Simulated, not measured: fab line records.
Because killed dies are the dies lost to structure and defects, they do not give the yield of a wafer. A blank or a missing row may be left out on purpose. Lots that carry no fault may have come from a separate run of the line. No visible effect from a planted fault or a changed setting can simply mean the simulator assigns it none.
Which tool did it? | flow berkeley cmos170 | 14 lots, 42 wafers sampled, at 2 steps of a route of 331

== WHAT THE GAUGES SHOWED, per wafer ==
UCB170_GATE_THK_MEAS_02.
lot  | measured     | on            | GATE_OXIDE_THK (nm)
L964 | day 6 05:43  | film metro-03 | 6.54 6.43 6.64
L965 | day 6 05:42  | film metro-01 | 6.43 6.49 6.60
L970 | day 7 12:10  | film metro-02 | 10.86 10.79 10.77
L971 | day 7 09:05  | film metro-03 | 6.58 6.45 6.54
L972 | day 7 14:38  | film metro-02 | 10.85 11.00 10.60
L976 | day 8 21:29  | film metro-03 | 6.63 6.60 6.64
L977 | day 8 21:31  | film metro-01 | 6.57 6.56 6.62
L980 | day 9 10:11  | film metro-03 | 6.62 6.54 6.65
L982 | day 9 18:47  | film metro-03 | 6.65 6.62 6.45
L983 | day 9 18:49  | film metro-01 | 6.50 6.56 6.44
L984 | day 9 18:49  | film metro-02 | 6.62 6.58 6.50
L985 | day 10 08:08 | film metro-03 | 6.75 6.74 6.75
L986 | day 10 08:08 | film metro-01 | 6.58 6.75 6.52
L987 | day 10 12:22 | film metro-01 | 6.69 6.67 6.69

== WHICH TOOL RAN EACH LOT (tool, then ch and the chambers of the sampled wafers, then the start) ==
lot  | UCB170_GATE_OXIDATION_01
L964 | furnace-03 ch 0, day 6 04:12
L965 | furnace-03 ch 0, day 6 04:12
L970 | furnace-01 ch 0, day 7 07:34
L971 | furnace-01 ch 0, day 7 07:34
L972 | furnace-01 ch 0, day 7 10:34 and furnace-03 ch 0, day 7 13:07
L976 | furnace-03 ch 0, day 8 19:57
L977 | furnace-03 ch 0, day 8 19:57
L980 | furnace-04 ch 0, day 9 08:41
L982 | furnace-04 ch 0, day 9 17:17
L983 | furnace-04 ch 0, day 9 17:17
L984 | furnace-04 ch 0, day 9 17:17
L985 | furnace-01 ch 0, day 10 06:37
L986 | furnace-01 ch 0, day 10 06:37
L987 | furnace-01 ch 0, day 10 10:52
- UCB170_GATE_OXIDATION_01: target thk 6.6 nm, ox time 1800 s.

== WHAT THE TOOLS THEMSELVES READ (means of the sampled wafers that have a number; where no wafer has one, the mark that the record gives instead) ==
UCB170_GATE_OXIDATION_01.
lot  | tool                  | ox temp c max
L964 | furnace-03            | 854.2
L965 | furnace-03            | 854.0
L970 | furnace-01            | 852.8
L971 | furnace-01            | 852.9
L972 | furnace-01/furnace-03 | 853.3
L976 | furnace-03            | 855.6
L977 | furnace-03            | 854.4
L980 | furnace-04            | 853.2
L982 | furnace-04            | 853.6
L983 | furnace-04            | 853.1
L984 | furnace-04            | 853.0
L985 | furnace-01            | 852.3
L986 | furnace-01            | 852.6
L987 | furnace-01            | 854.0

== THE ANSWER, worked out from the rows above alone ==
Rule: usual is defined by the lots themselves. The widest of any qualifying gaps counts: lots, ordered by their means at a reading, are off when they make up no more than a third of the lots, leave a main group of 4 or more, and stand apart from it by 3 or more times the standard deviation of that group's means. A main group is skipped when, at the precision printed for the reading in the tables above, its means are all equal. Also off: a lot with no number at a reading for which 4 or more lots have one. Where the step has rows for the other lots, those lots are counted as sound. First the gauges in route order, then the tools' own readings, where a lot's mean is used as printed above. At the first step where some lot is off, the reading lying furthest off is the one used; lots without a number count as furthest.
Off: L970, L972, seen at UCB170_GATE_THK_MEAS_02 (GATE_OXIDE_THK). The main group has a mean of 6.59 nm with a standard deviation of 0.07.
A tool fits if, at a process step before that reading, it ran every lot that is off, and no sound lot after the first of them. Gauges at UCB170_GATE_THK_MEAS_02: tried the same way as those tools. No candidate that was tried fits.

== WHAT THE SIMULATOR HAD PUT IN ==
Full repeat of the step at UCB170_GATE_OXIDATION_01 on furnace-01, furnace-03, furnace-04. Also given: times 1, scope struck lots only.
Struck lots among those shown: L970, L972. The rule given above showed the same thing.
